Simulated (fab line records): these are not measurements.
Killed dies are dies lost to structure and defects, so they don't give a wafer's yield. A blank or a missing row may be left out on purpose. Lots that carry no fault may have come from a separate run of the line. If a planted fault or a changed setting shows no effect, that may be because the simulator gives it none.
Split-lot experiment :: flow rit cmos :: 5 lots, 23 wafers read, on a route of 202 steps

SPLIT DETAILS
At RIT_NSD_IMPLANT_08, the setting energy kev was moved away from the recipe's 25 on 7 of the 23 wafers read, by +3.4% to +4.0%. For the rest of the wafers, this setting stayed at what the recipe calls for.

The reading comes from the split's own step.

THE READING
In nm, at RIT_NSD_IMPLANT_08: implant.drp nm, which is the simulator's own figure and was read by no gauge. No usual value for it is given in the file.

wafer: L074.1
tool, chamber at the split: implanter-01, 0
energy kev as run: 25
against the recipe: recipe
implant.drp nm, nm: 14.84
against lot-mates on the recipe: -

wafer: L074.3
tool, chamber at the split: implanter-01, 0
energy kev as run: 25
against the recipe: recipe
implant.drp nm, nm: 14.84
against lot-mates on the recipe: -

wafer: L074.4
tool, chamber at the split: implanter-01, 0
energy kev as run: 25.97
against the recipe: +3.9%
implant.drp nm, nm: 15.18
against lot-mates on the recipe: +0.34

wafer: L074.5
tool, chamber at the split: implanter-01, 0
energy kev as run: 25.97
against the recipe: +3.9%
implant.drp nm, nm: 15.18
against lot-mates on the recipe: +0.34

wafer: L074.6
tool, chamber at the split: implanter-01, 0
energy kev as run: 25.97
against the recipe: +3.9%
implant.drp nm, nm: 15.18
against lot-mates on the recipe: +0.34

wafer: L076.1
tool, chamber at the split: implanter-02, 0
energy kev as run: 25
against the recipe: recipe
implant.drp nm, nm: 14.84
against lot-mates on the recipe: -

wafer: L076.2
tool, chamber at the split: implanter-02, 0
energy kev as run: 25
against the recipe: recipe
implant.drp nm, nm: 14.84
against lot-mates on the recipe: -

wafer: L076.5
tool, chamber at the split: implanter-02, 0
energy kev as run: 25
against the recipe: recipe
implant.drp nm, nm: 14.84
against lot-mates on the recipe: -

wafer: L076.4
tool, chamber at the split: implanter-02, 0
energy kev as run: 25.84
against the recipe: +3.4%
implant.drp nm, nm: 15.14
against lot-mates on the recipe: +0.30

wafer: L076.6
tool, chamber at the split: implanter-02, 0
energy kev as run: 25.84
against the recipe: +3.4%
implant.drp nm, nm: 15.14
against lot-mates on the recipe: +0.30

wafer: L078.1
tool, chamber at the split: implanter-02, 0
energy kev as run: 25
against the recipe: recipe
implant.drp nm, nm: 14.84
against lot-mates on the recipe: -

wafer: L078.4
tool, chamber at the split: implanter-02, 0
energy kev as run: 25
against the recipe: recipe
implant.drp nm, nm: 14.84
against lot-mates on the recipe: -

wafer: L078.6
tool, chamber at the split: implanter-02, 0
energy kev as run: 25
against the recipe: recipe
implant.drp nm, nm: 14.84
against lot-mates on the recipe: -

wafer: L083.1
tool, chamber at the split: implanter-02, 0
energy kev as run: 25
against the recipe: recipe
implant.drp nm, nm: 14.84
against lot-mates on the recipe: -

wafer: L083.4
tool, chamber at the split: implanter-02, 0
energy kev as run: 25
against the recipe: recipe
implant.drp nm, nm: 14.84
against lot-mates on the recipe: -

wafer: L083.6
tool, chamber at the split: implanter-02, 0
energy kev as run: 25
against the recipe: recipe
implant.drp nm, nm: 14.84
against lot-mates on the recipe: -

wafer: L083.2
tool, chamber at the split: implanter-02, 0
energy kev as run: 26
against the recipe: +4.0%
implant.drp nm, nm: 15.19
against lot-mates on the recipe: +0.35

wafer: L083.5
tool, chamber at the split: implanter-02, 0
energy kev as run: 26
against the recipe: +4.0%
implant.drp nm, nm: 15.19
against lot-mates on the recipe: +0.35

wafer: L085.1
tool, chamber at the split: implanter-01, 0
energy kev as run: 25
against the recipe: recipe
implant.drp nm, nm: 14.84
against lot-mates on the recipe: -

wafer: L085.2
tool, chamber at the split: implanter-01, 0
energy kev as run: 25
against the recipe: recipe
implant.drp nm, nm: 14.84
against lot-mates on the recipe: -

wafer: L085.3
tool, chamber at the split: implanter-01, 0
energy kev as run: 25
against the recipe: recipe
implant.drp nm, nm: 14.84
against lot-mates on the recipe: -

wafer: L085.4
tool, chamber at the split: implanter-01, 0
energy kev as run: 25
against the recipe: recipe
implant.drp nm, nm: 14.84
against lot-mates on the recipe: -

wafer: L085.5
tool, chamber at the split: implanter-01, 0
energy kev as run: 25
against the recipe: recipe
implant.drp nm, nm: 14.84
against lot-mates on the recipe: -

THE FIT
A straight line over all 23 wafers: implant.drp nm changes by +0.0879 nm for each +1% of energy kev; r = +1.00; the points scatter about the line by 0.0016 nm.
The same after taking each lot's own level away (the mean of its wafers on the recipe; 23 wafers): +0.0879 nm for each +1%; r = +1.00; scatter 0.0016 nm.
On that fit, the largest move of energy kev shifts the reading by 0.35 nm.
The lots' own levels span 14.840 to 14.840 nm.
So the lot-to-lot level changes the slope little: the two slopes agree.
Check: +0.352 nm against its lot-mates is what the line predicts for one of the wafers moved furthest among these (+4.0%) when that wafer is left out of the fit. Against them it came out at +0.35 nm.

FURTHER SPLITS ON THESE WAFERS
These wafers also went through other splits before the reading. Each is held against what the fit with the lots' levels taken away leaves over:
other split on the same wafers: RIT_SPACER_CVD_03 temp c
wafers away from the commonest value: 10
r with implant.drp nm (lot level and that fit taken away): -0.12

THE FILE'S OWN FIT
implant.drp nm changes by +0.0889 nm for each +1% of energy kev, r = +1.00.
